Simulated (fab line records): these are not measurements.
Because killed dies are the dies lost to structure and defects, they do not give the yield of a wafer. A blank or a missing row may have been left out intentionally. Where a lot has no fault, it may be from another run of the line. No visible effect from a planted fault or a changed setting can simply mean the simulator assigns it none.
A struck lot beside a sound one + flow berkeley-cmos170 + 15 steps out of a route of 331
Sound: wafers L721.3, L721.5, L721.6. Struck: wafers L731.3, L731.6. (L731.4 of the same lot was not struck and is left out.) The cause comes at the end.
Each step with rows lists, per side, the tool, then ch with its chambers, then its first start. Under that, the readings that differ: sound wafers + struck wafers + difference of the means + sigmas: that difference in standard deviations of wafers without a fault.
alike: words and numbers the same on both sides, and readings whose means are apart by under 2 such deviations; not compared: readings that were withheld, readings missing a value for some wafer, numbers with overlapping values and no deviation given by the record, and bounds like >300 which may hide the same value.
A row with sigmas, a row that says differs or no value, or rows on one side alone: a step with any of these is where the two part. When numbers do not overlap yet have no deviation, they are printed without sigmas and do not part them. A reading that every wafer of one side lacks parts them only if that side has two wafers or more.

first, 1 step without rows for these wafers: UCB170_M3_SOFTBAKE_06 (time 60 s).
UCB170_M3_STRIP_07: strips in O2.
  sound on plasma-asher-01 ch 0,1, day 9 18:20; struck on plasma-asher-01 ch 0,1, day 11 00:57
| reading                      | sound             | struck      | difference | sigmas |
|------------------------------|-------------------|-------------|------------|--------|
| oes-product-au (a.u.)        | 0.735 0.742 0.742 | 0.726 0.730 | -0.012     | -2     |
| strip-time-to-endpoint-s (s) | 21.99 21.96 21.99 | 21.80 21.88 | -0.14      | -2     |
  alike: drypump-motor-current-A
  not compared: rf-hours-counter-h
then, 7 steps without rows for these wafers: UCB170_M3_STRIP_08 (strips KrF in DMSO, time 600 s); UCB170_M3_COAT_09; UCB170_M3_COAT_10 (resist thk 900 nm); UCB170_M3_SOFTBAKE_11 (time 60 s); UCB170_M3_EXPOSE_12 (exposes mask METAL3, target cd 700 nm); UCB170_M3_PEB_13; UCB170_M3_DEVELOP_14 (develop time 45 s).
UCB170_M3_CD_MEAS_15: the cd target is 700 nm.
  sound on cd-sem-01 at day 9 20:07; struck on cd-sem-01 at day 11 02:18
| reading    | sound             | struck      | difference | sigmas |
|------------|-------------------|-------------|------------|--------|
| cd-nm (nm) | 698.7 698.6 695.6 | 701.2 700.3 | +3.1       | +2     |
UCB170_M3_OVL_MEAS_16:
  sound on overlay-01 at day 9 20:12; struck on overlay-02 at day 11 02:23
  alike: M3_OVL
UCB170_M3_ETCH_17: etches BARC in N2/H2.
  sound on rie-diel-01 ch 1,2,3, day 9 20:14; struck on rie-diel-03 ch 1, day 11 02:25
  alike: bias-w, drypump-motor-current-A, oes-product-au, rf-fwd-power-W, throttle-valve-pct
UCB170_M3_METAL_ETCH_18: etches Al in Cl2/BCl3, stops on SiO2, target depth 1170 nm, time 195 s.
  sound on rie-metal-03 ch 0,1, day 9 20:20; struck on rie-metal-03 ch 1, day 11 02:31
| reading                             | sound             | struck      | difference | sigmas |
|-------------------------------------|-------------------|-------------|------------|--------|
| bias-w (W)                          | 119.3 119.6 120.1 | 101.9 102.1 | -17.7      | -45    |
| model.KrF_of_M3_COAT_10.thk-nm (nm) | 197.6 192 216.8   | 225.7 228   | +24.7      |        |
| model.SiO2_of_V2_CVD_00.thk-nm (nm) | 936.5 935.2 938.6 | 943.5 942.7 | +6.3       |        |
  alike: drypump-motor-current-A, oes-product-au, rf-fwd-power-W, throttle-valve-pct
  not compared: rf-hours-counter-h
UCB170_M3_STRIP_19: strips in O2.
  sound on plasma-asher-03 ch 0,1, day 9 20:29; struck on plasma-asher-04 ch 0, day 11 02:41
| reading                     | sound             | struck      | difference | sigmas |
|-----------------------------|-------------------|-------------|------------|--------|
| drypump-motor-current-A (A) | 5.2 5.2 5.4       | 6.2 6.2     | +0.9       | +2     |
| oes-product-au (a.u.)       | 0.534 0.516 0.550 | 0.557 0.559 | +0.025     | +2     |
  not compared: rf-hours-counter-h
UCB170_M3_PROBE_99:
  the record has rows for the sound wafers here (prober-01, day 9 20:54) and none for the struck ones

## WHERE THEY PART
Last at UCB170_M3_PROBE_99 as far as this record goes, first at UCB170_M3_STRIP_07.

WHY: whatever the simulator had introduced
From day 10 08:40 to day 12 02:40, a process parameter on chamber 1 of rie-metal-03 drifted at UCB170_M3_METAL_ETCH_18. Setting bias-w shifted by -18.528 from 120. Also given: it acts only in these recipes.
